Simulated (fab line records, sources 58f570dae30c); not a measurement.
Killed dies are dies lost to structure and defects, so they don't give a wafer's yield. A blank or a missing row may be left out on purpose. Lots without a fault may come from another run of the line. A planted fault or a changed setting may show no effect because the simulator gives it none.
One fault seen from 2 desks | flow berkeley_cmos170 | each desk has only its own numbers; what lay behind them comes last

THE TOOL OWNER'S DESK: implanter-02
The tool's own readings at UCB170_PLDD_IMPLANT_09: means of the sampled wafers that have a number, for each lot that ran on this tool. A lot is out of limits, marked OUT, if its mean lies more than 4 standard deviations from the usual mean; the brackets give that distance.
Columns: A = beam_energy_keV at UCB170_PLDD_IMPLANT_09, usual 10.000; B = beam_on_s at UCB170_PLDD_IMPLANT_09, usual 9.99 s; C = end_station_pressure_torr at UCB170_PLDD_IMPLANT_09, usual 5.11e-06 Torr
lot  | first seen here | A                        | B     | C
L408 | day 6 18:23     | 10.001                   | 10.09 | 5.05e-06
L410 | day 6 19:35     | 10.003                   | 9.93  | 5.15e-06
L414 | day 7 20:08     | 9.998                    | 10.03 | 5.21e-06
L417 | day 8 18:25     | 10.943 (+99 or more) OUT | 9.78  | 5.12e-06
L423 | day 9 09:16     | 10.944 (+99 or more) OUT | 10.11 | 5.08e-06
This desk's finding: out of limits on L417, L423; first on L417, day 8 18:25 (beam_energy_keV at UCB170_PLDD_IMPLANT_09). In limits: L408, L410, L414.

THE METROLOGY DESK
What the gauges read, lot by lot, whatever tool the lot ran on: means of the sampled wafers that have a number. A lot is out of limits, marked OUT, if its mean lies more than 4 standard deviations from the usual mean; the brackets give that distance.
Columns: A = cd_nm at UCB170_ACTIVE_CD_MEAS_90, usual 1200.7 nm; B = PFIELD_OVL at UCB170_PFIELD_OVL_MEAS_06, usual -1 nm; C = PVT_TW at UCB170_PVT_TW_MEAS_09, usual 503; D = PLDD_TW at UCB170_PLDD_TW_MEAS_11, usual 1010
lot  | first seen here | A      | B  | C   | D
L410 | day 4 11:13     | 1201.9 | -1 | 504 | 1016
L409 | day 4 11:16     | 1203.5 | -2 | 495 | 1009
L408 | day 4 11:27     | 1201.0 | 4  | 497 | 1005
L413 | day 5 18:58     | 1199.3 | 3  | 504 | 1022
L415 | day 5 19:37     | 1199.4 | 0  | 502 | 1006
L414 | day 5 19:59     | 1203.0 | 7  | 501 | 1023
L417 | day 6 14:19     | 1201.0 | -1 | 507 | 1038
L421 | day 6 22:01     | 1201.4 | -3 | 508 | 1006
L423 | day 7 12:22     | 1201.3 | -3 | 505 | 1017
L426 | day 7 22:01     | 1200.2 | -4 | 505 | 1011
L425 | day 7 22:16     | 1197.4 | -8 | 509 | 1011
L427 | day 8 09:07     | 1202.4 | 7  | 505 | 1005
L430 | day 8 23:35     | 1199.3 | -1 | 504 | 1004
L431 | day 9 06:07     | 1201.1 | -3 | 505 | 1021
This desk's finding: nothing out of limits on any of the 14 lots.

PUT TOGETHER
The tool owner's desk could have raised an alarm at day 8 18:25, on L417, L423.
The metrology desk saw nothing out of limits.
The metrology desk has L417, L423 on record, within its limits.
Of the lots named, all ran UCB170_PLDD_IMPLANT_09 on implanter-02.

WHAT THE SIMULATOR HAD PUT IN
Process parameter drift: implanter-02, from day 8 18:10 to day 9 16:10, at UCB170_PLDD_IMPLANT_09. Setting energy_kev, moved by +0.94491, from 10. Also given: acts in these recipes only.
Lots struck among those shown: L417, L423.
Hours from the fault's start to each desk's first reading out of limits: the tool owner's desk, 0.
